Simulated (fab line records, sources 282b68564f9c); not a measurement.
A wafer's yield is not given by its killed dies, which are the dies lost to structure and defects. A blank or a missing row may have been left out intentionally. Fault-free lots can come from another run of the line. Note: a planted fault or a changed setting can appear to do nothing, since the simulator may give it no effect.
fab line records | flow rit-cmos
record lots=14 | wafers=42 | last-day=7
route steps=202 shown NSD@140 SILICIDE@166 CONTACT@181 M1@198
lots that met no fault: from a run of the same line without faults
start-h: start of the lot's first displayed wafer, in hours after the record's first day | wait-h: time in hours since the lot's previous step | " the same as in the row above | L1.1+2: a single row standing in for several wafers | - either no value or no given start | * or withheld: withheld | < > ~ a bound
route shown NAME@n: NAME is a module with steps in the file, n the number in the route of the first one | usual: mean and standard deviation over wafers with no fault | same: alike in all rows | chamber/n: place in a boat | sites: the reading at each site | _std_site: standard deviation across them | _edge_site: inner sites' mean taken away from outer sites' mean | radius-mm: for every site, how far away it sits from the centre of the wafer | mask NAME#n: copy n | behind: the most recent tool/chamber to have shaped the wafer | hold: what put the lot on hold/how long, in hours/how the hold closed | device: the transistor (n, p or np) that didn't switch | end of line: at the end of the route, the tests of the same wafers | step lacking rows: just its recipe | killed: the dies lost at the first sort to structure and to defects; this is not the yield of the wafer | map: a wafer's dies, marking killed ones x, the rest . and places with no die _
set.NAME: setting as actually run; set.NAME@STEP: the setting as run at that earlier step | model.NAME: the simulator's own value behind a step, which no gauge read
the route's steps for a sample of lots (tables are steps, rows are wafers)
services: from which hour (start-h, from the record's first day; less than 0 if before it) a tool's chamber was out of use, for how many hours, and why
## steps
# step RIT_NSD_STRIP_09
# recipe chemistry=O2 | time-s=180 | resist=NOVOLAK | platen-temp-c=withheld | power-w=500 | pressure-mtorr=4000 | o2-flow-sccm=4000
# usual chamber-pressure-mTorr=4000/3.8 | drypump-motor-current-A=5.6/0.39 | rf-refl-power-W=6.3/1.2
lot.wafer | tool            | chamber | start-h | wait-h | chamber-pressure-mTorr | drypump-motor-current-A | rf-hours-counter-h | rf-refl-power-W
L122.2    | plasma-asher-03 | 1       | 54.44   | 0.1    | 4001                   | 5.5                     | 40                 | 4.8
L122.3    | "               | 1       | "       | "      | 4002                   | 5.5                     | -                  | 4.9
L122.5    | "               | 0       | "       | "      | 4004                   | 6.1                     | -                  | 6.4
L123.1    | plasma-asher-03 | 1       | 57.37   | 0.1    | 3998                   | 5.5                     | 40                 | 4.9
L123.3    | "               | 0       | "       | "      | 4002                   | 6.0                     | -                  | 6.2
L123.4    | "               | 1       | "       | "      | 4005                   | 5.5                     | -                  | 5.1
L124.1    | plasma-asher-04 | 0       | 62.52   | 0.1    | 4003                   | 5.7                     | 42                 | 6.1
L124.3    | "               | 1       | "       | "      | 3999                   | 4.9                     | -                  | 6.0
L124.5    | "               | 1       | "       | "      | 4000                   | 5.0                     | -                  | 5.9
L126.1    | plasma-asher-04 | 0       | 72.85   | 0.1    | 4000                   | 5.7                     | 43                 | 6.1
L126.3    | "               | 1       | "       | "      | 4003                   | 5.0                     | -                  | 6.0
L126.6    | "               | 1       | "       | "      | 4010                   | 5.0                     | -                  | 6.0
L128.1    | plasma-asher-03 | 1       | 81.78   | 0.1    | 4001                   | 5.5                     | 43                 | 4.7
L128.4    | "               | 1       | "       | "      | 4000                   | 5.5                     | -                  | 4.9
L128.6    | "               | 1       | "       | "      | 3998                   | 5.5                     | -                  | 5.0
L129.2    | plasma-asher-03 | 0       | 86.78   | 0.1    | 3996                   | 6.1                     | 43                 | 6.2
L129.3    | "               | 1       | "       | "      | 4000                   | 5.5                     | -                  | 4.8
L129.5    | "               | 1       | "       | "      | 4003                   | 5.5                     | -                  | 5.0
L131.1    | plasma-asher-04 | 1       | 97.29   | 0.1    | 4005                   | 4.9                     | 45                 | 6.0
L131.2    | "               | 0       | "       | "      | 3999                   | 5.7                     | 45                 | 6.3
L131.3    | "               | 0       | "       | "      | 3996                   | 5.7                     | -                  | 6.5
L132.1    | plasma-asher-03 | 0       | 103.25  | 0.1    | 4006                   | 6.0                     | 45                 | 6.0
L132.2    | "               | 1       | "       | "      | 3995                   | 5.5                     | 45                 | 4.7
L132.6    | "               | 0       | "       | "      | 3993                   | 6.0                     | -                  | 6.1
L137.1    | plasma-asher-04 | 1       | 127.64  | 0.1    | 4002                   | 4.9                     | 49                 | 6.0
L137.5    | "               | 0       | "       | "      | 4005                   | 5.7                     | -                  | 6.2
L137.6    | "               | 1       | "       | "      | 3997                   | 4.9                     | -                  | 6.1
L138.2    | plasma-asher-02 | 1       | 133.23  | 0.1    | 4003                   | 5.8                     | 36                 | 9.3
L138.3    | "               | 1       | "       | "      | 4002                   | 5.8                     | -                  | 9.5
L138.5    | "               | 1       | "       | "      | 4003                   | 5.7                     | -                  | 9.5
L140.1    | plasma-asher-03 | 0       | 142.57  | 0.1    | 4007                   | 6.0                     | 2                  | 6.4
L140.2    | "               | 1       | "       | "      | 4000                   | 5.5                     | 2                  | 4.9
L140.3    | "               | 1       | "       | "      | 4003                   | 5.5                     | -                  | 5.0
L142.1    | plasma-asher-04 | 1       | 151.97  | 0.1    | 4004                   | 5.0                     | 51                 | 6.0
L142.3    | "               | 0       | "       | "      | 4001                   | 5.7                     | -                  | 6.5
L142.5    | "               | 1       | "       | "      | 4000                   | 4.9                     | -                  | 5.9
L143.2    | plasma-asher-03 | 0       | 157.70  | 0.1    | 4000                   | 6.0                     | 4                  | 6.1
L143.3    | "               | 0       | "       | "      | 3996                   | 6.1                     | -                  | 6.1
L143.5    | "               | 0       | "       | "      | 4002                   | 6.1                     | -                  | 6.4
L144.1    | plasma-asher-02 | 0       | 161.49  | 0.1    | 4005                   | 6.0                     | 40                 | 8.1
L144.3    | "               | 0       | "       | "      | 3987                   | 5.9                     | -                  | 8.1
L144.5    | "               | 1       | "       | "      | 4004                   | 5.8                     | -                  | 9.2
# step RIT_SILICIDE_WET_ETCH_05
# recipe chemistry=SPM | target=Ti | temp-c=90 | time-s=120 | dry=n2-spin
# usual bath-guard-temp-C=90.1/0.5 | bath-heat-duty-pct=13.5/1.2
lot.wafer | tool         | chamber | start-h | wait-h | bath-guard-temp-C | bath-heat-duty-pct
L122.2    | wet-bench-02 | 0       | 57.73   | 0.0    | 89.5              | 13.3
L122.3    | "            | 0       | "       | "      | 90.0              | 13.7
L122.5    | "            | 0       | "       | "      | 89.8              | 12.9
L123.1    | wet-bench-01 | 2       | 60.41   | 0.1    | 90.0              | 11.4
L123.3    | "            | 2       | "       | "      | 90.1              | 12.3
L123.4    | "            | 2       | "       | "      | 89.9              | 12.7
L124.1    | wet-bench-02 | 3       | 65.51   | 0.1    | 89.6              | 13.9
L124.3    | "            | 3       | "       | "      | 89.1              | 12.7
L124.5    | "            | 3       | "       | "      | 89.4              | 13.7
L126.1    | wet-bench-03 | 1       | 75.82   | 0.1    | 89.4              | 15.1
L126.3    | "            | 1       | "       | "      | 89.7              | 14.3
L126.6    | "            | 1       | "       | "      | 89.7              | 14.7
L128.1    | wet-bench-01 | 1       | 84.77   | 0.1    | 90.0              | 14.0
L128.4    | "            | 1       | "       | "      | 90.4              | 15.3
L128.6    | "            | 1       | "       | "      | 90.6              | 14.6
L129.2    | wet-bench-03 | 0       | 90.00   | 0.0    | 90.2              | 12.0
L129.3    | "            | 0       | "       | "      | 90.6              | 12.7
L129.5    | "            | 0       | "       | "      | 90.1              | 12.1
L131.1    | wet-bench-01 | 1       | 100.38  | 0.1    | 90.7              | 16.1
L131.2    | "            | 1       | "       | "      | 90.9              | 14.6
L131.3    | "            | 1       | "       | "      | 90.8              | 15.1
L132.1    | wet-bench-03 | 2       | 106.40  | 0.1    | 90.8              | 11.8
L132.2    | "            | 2       | "       | "      | 90.6              | 12.3
L132.6    | "            | 2       | "       | "      | 90.2              | 12.3
L137.1    | wet-bench-01 | 1       | 130.73  | 0.1    | -                 | -
L137.5    | "            | 1       | "       | "      | -                 | -
L137.6    | "            | 1       | "       | "      | -                 | -
L138.2    | wet-bench-01 | 0       | 136.21  | 0.0    | -                 | -
L138.3    | "            | 0       | "       | "      | -                 | -
L138.5    | "            | 0       | "       | "      | -                 | -
L140.1    | wet-bench-01 | 0       | 145.66  | 0.1    | 89.8              | 15.0
L140.2    | "            | 0       | "       | "      | 90.2              | 13.2
L140.3    | "            | 0       | "       | "      | 89.8              | 15.6
L142.1    | wet-bench-01 | 2       | 155.06  | 0.1    | 89.8              | 13.9
L142.3    | "            | 2       | "       | "      | 90.1              | 12.6
L142.5    | "            | 2       | "       | "      | 90.0              | 13.5
L143.2    | wet-bench-01 | 0       | 160.67  | 0.0    | 90.0              | 13.4
L143.3    | "            | 0       | "       | "      | 90.1              | 14.5
L143.5    | "            | 0       | "       | "      | 90.2              | 12.5
L144.1    | wet-bench-02 | 3       | 164.62  | 0.1    | 89.5              | 15.2
L144.3    | "            | 3       | "       | "      | 89.6              | 14.3
L144.5    | "            | 3       | "       | "      | 88.9              | 12.8
# step RIT_CONTACT_CD_MEAS_90
# recipe target-cd-nm=1000
# usual cd-nm=999.5/1.8
lot.wafer | tool      | chamber | start-h | wait-h | cd-nm
L122.2    | cd-sem-01 | -       | 59.68   | 0.1    | 1001.4
L122.3    | "         | -       | "       | "      | 1000.5
L122.5    | "         | -       | "       | "      | 1000.1
L123.1    | cd-sem-02 | -       | 62.69   | 0.1    | 1002.3
L123.3    | "         | -       | "       | "      | 1002.0
L123.4    | "         | -       | "       | "      | 1003.4
L124.1    | cd-sem-01 | -       | 67.50   | 0.1    | 1000.7
L124.3    | "         | -       | "       | "      | 1000.8
L124.5    | "         | -       | "       | "      | 1000.4
L126.1    | cd-sem-01 | -       | 77.81   | 0.1    | 1001.4
L126.3    | "         | -       | "       | "      | 1001.4
L126.6    | "         | -       | "       | "      | 1002.1
L128.1    | cd-sem-02 | -       | 87.13   | 0.1    | 1000.8
L128.4    | "         | -       | "       | "      | 999.1
L128.6    | "         | -       | "       | "      | 999.1
L129.2    | cd-sem-01 | -       | 91.92   | 0.1    | 999.8
L129.3    | "         | -       | "       | "      | 999.1
L129.5    | "         | -       | "       | "      | 1002.1
L131.1    | cd-sem-02 | -       | 102.39  | 0.1    | 998.7
L131.2    | "         | -       | "       | "      | 999.9
L131.3    | "         | -       | "       | "      | 999.3
L132.1    | cd-sem-01 | -       | 108.29  | 0.1    | 1000.2
L132.2    | "         | -       | "       | "      | 1001.6
L132.6    | "         | -       | "       | "      | 1000.9
L140.1    | cd-sem-02 | -       | 147.53  | 0.1    | 1000.0
L140.2    | "         | -       | "       | "      | 999.1
L140.3    | "         | -       | "       | "      | 998.1
L142.1    | cd-sem-01 | -       | 156.93  | 0.1    | 995.9
L142.3    | "         | -       | "       | "      | 996.5
L142.5    | "         | -       | "       | "      | 995.9
L143.2    | cd-sem-01 | -       | 162.56  | 0.1    | 1001.0
L143.3    | "         | -       | "       | "      | 999.3
L143.5    | "         | -       | "       | "      | 997.3
L144.1    | cd-sem-02 | -       | 166.48  | 0.1    | 999.6
L144.3    | "         | -       | "       | "      | 996.8
L144.5    | "         | -       | "       | "      | 997.2
# step RIT_M1_STRIP_14
# recipe chemistry=O2 | time-s=172.1 | platen-temp-c=withheld | power-w=500 | pressure-mtorr=4000 | o2-flow-sccm=4000
# usual chamber-pressure-mTorr=4000/3.8 | drypump-motor-current-A=5.8/0.38 | rf-refl-power-W=6.3/1.9
lot.wafer | tool            | chamber | start-h | wait-h | chamber-pressure-mTorr | drypump-motor-current-A | rf-hours-counter-h | rf-refl-power-W
L122.2    | plasma-asher-02 | 0       | 62.26   | 0.0    | 4001                   | 5.9                     | 29                 | 8.0
L122.3    | "               | 1       | "       | "      | 3993                   | 5.8                     | -                  | 9.5
L122.5    | "               | 1       | "       | "      | 3999                   | 5.8                     | -                  | 9.3
L123.1    | plasma-asher-01 | 1       | 65.42   | 0.0    | 3997                   | 6.3                     | 40                 | 4.6
L123.3    | "               | 1       | "       | "      | 4004                   | 6.3                     | -                  | 4.6
L123.4    | "               | 0       | "       | "      | 4002                   | 5.6                     | -                  | 4.4
L124.1    | plasma-asher-01 | 1       | 70.11   | 0.0    | 3995                   | 6.3                     | 41                 | 4.7
L124.3    | "               | 1       | "       | "      | 3999                   | 6.3                     | -                  | 4.9
L124.5    | "               | 0       | "       | "      | 4001                   | 5.6                     | -                  | 4.6
L126.1    | plasma-asher-01 | 0       | 80.48   | 0.0    | 3997                   | 5.6                     | 42                 | 4.5
L126.3    | "               | 1       | "       | "      | 3996                   | 6.3                     | -                  | 4.9
L126.6    | "               | 1       | "       | "      | 3993                   | 6.3                     | -                  | 5.0
L128.1    | plasma-asher-02 | 1       | 89.74   | 0.0    | 4003                   | 5.8                     | 32                 | 9.0
L128.4    | "               | 1       | "       | "      | 4000                   | 5.8                     | -                  | 9.4
L128.6    | "               | 1       | "       | "      | 4002                   | 5.8                     | -                  | 9.4
L129.2    | plasma-asher-02 | 1       | 94.68   | 0.0    | 4006                   | 5.7                     | 32                 | 9.5
L129.3    | "               | 1       | "       | "      | 3991                   | 5.8                     | -                  | 9.3
L129.5    | "               | 0       | "       | "      | 4002                   | 5.9                     | -                  | 8.0
L131.1    | plasma-asher-01 | 1       | 105.15  | 0.0    | 4004                   | 6.3                     | 44                 | 5.1
L131.2    | "               | 0       | "       | "      | 3997                   | 5.6                     | 44                 | 4.2
L131.3    | "               | 1       | "       | "      | 4003                   | 6.3                     | -                  | 4.9
L132.1    | plasma-asher-04 | 1       | 111.05  | 0.0    | 4001                   | 4.9                     | 47                 | 5.7
L132.2    | "               | 0       | "       | "      | 4005                   | 5.7                     | 47                 | 6.1
L132.6    | "               | 1       | "       | "      | 3998                   | 4.9                     | -                  | 6.0
L140.1    | plasma-asher-04 | 1       | 150.43  | 0.0    | 3998                   | 4.9                     | 51                 | 6.0
L140.2    | "               | 0       | "       | "      | 3998                   | 5.7                     | 51                 | 6.3
L140.3    | "               | 0       | "       | "      | 3992                   | 5.7                     | -                  | 6.4
L142.1    | plasma-asher-02 | 0       | 159.79  | 0.0    | 4004                   | 5.9                     | 39                 | 7.9
L142.3    | "               | 1       | "       | "      | 3999                   | 5.8                     | -                  | 9.2
L142.5    | "               | 0       | "       | "      | 4002                   | 6.0                     | -                  | 8.1
L143.2    | plasma-asher-04 | 1       | 165.12  | 0.0    | 4004                   | 4.9                     | 52                 | 6.2
L143.3    | "               | 1       | "       | "      | 4000                   | 4.9                     | -                  | 6.0
L143.5    | "               | 0       | "       | "      | 4001                   | 5.7                     | -                  | 6.2
L144.1    | plasma-asher-01 | 0       | 169.08  | 0.0    | 4004                   | 5.6                     | 52                 | 5.0
L144.3    | "               | 1       | "       | "      | 3999                   | 6.3                     | -                  | 4.7
L144.5    | "               | 0       | "       | "      | 3992                   | 5.6                     | -                  | 4.6
## services
tool            | chamber | start-h | hours | kind
wet-bench-02    | -       | 107.87  | 1.8   | repair
plasma-asher-03 | -       | 108.75  | 9.0   | pm
plasma-asher-03 | 0       | 108.75  | 9.0   | vent-cycle
plasma-asher-03 | 1       | 108.75  | 9.0   | vent-cycle
plasma-asher-03 | 0       | 117.75  | -     | clean
plasma-asher-03 | 1       | 117.75  | -     | clean
plasma-asher-03 | -       | 153.41  | 2.8   | pm
## key
first-sign step=RIT_SILICIDE_WET_ETCH_05 | reading=tool-record | direction=missing
effect none on later readings
met-at RIT_SILICIDE_WET_ETCH_05
struck-lots L137,L138
later-rows-left-out L137.1,L137.5,L137.6,L138.2,L138.3,L138.5
sort-left-out L137.1,L137.5,L137.6,L138.2,L138.3,L138.5
tester-left-out L137,L138
not-acting-at RIT_NSD_STRIP_09,RIT_CONTACT_CD_MEAS_90,RIT_M1_STRIP_14
onset-between 100.38 130.73
fault kind=skipped-step-whole | tool=wet-bench-01 | chamber=- | onset-h=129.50 | steps=RIT_SILICIDE_WET_ETCH_05 | scope=struck-lots-only
# tester-left-out: of these lots the tester's yield and bins aren't shown, on N5 and GAA mostly nor the transistor test; their killed dies are dies lost to structure and defects alone, not to doping, threshold or leakage, so they don't give the yield
# sort-left-out: the simulated sort isn't trusted on such a fault, so these wafers' sort isn't shown, and their yield isn't known
# later-rows-left-out: the simulator's readings of these wafers behind a module that went badly wrong aren't trusted and aren't shown, but for the sort
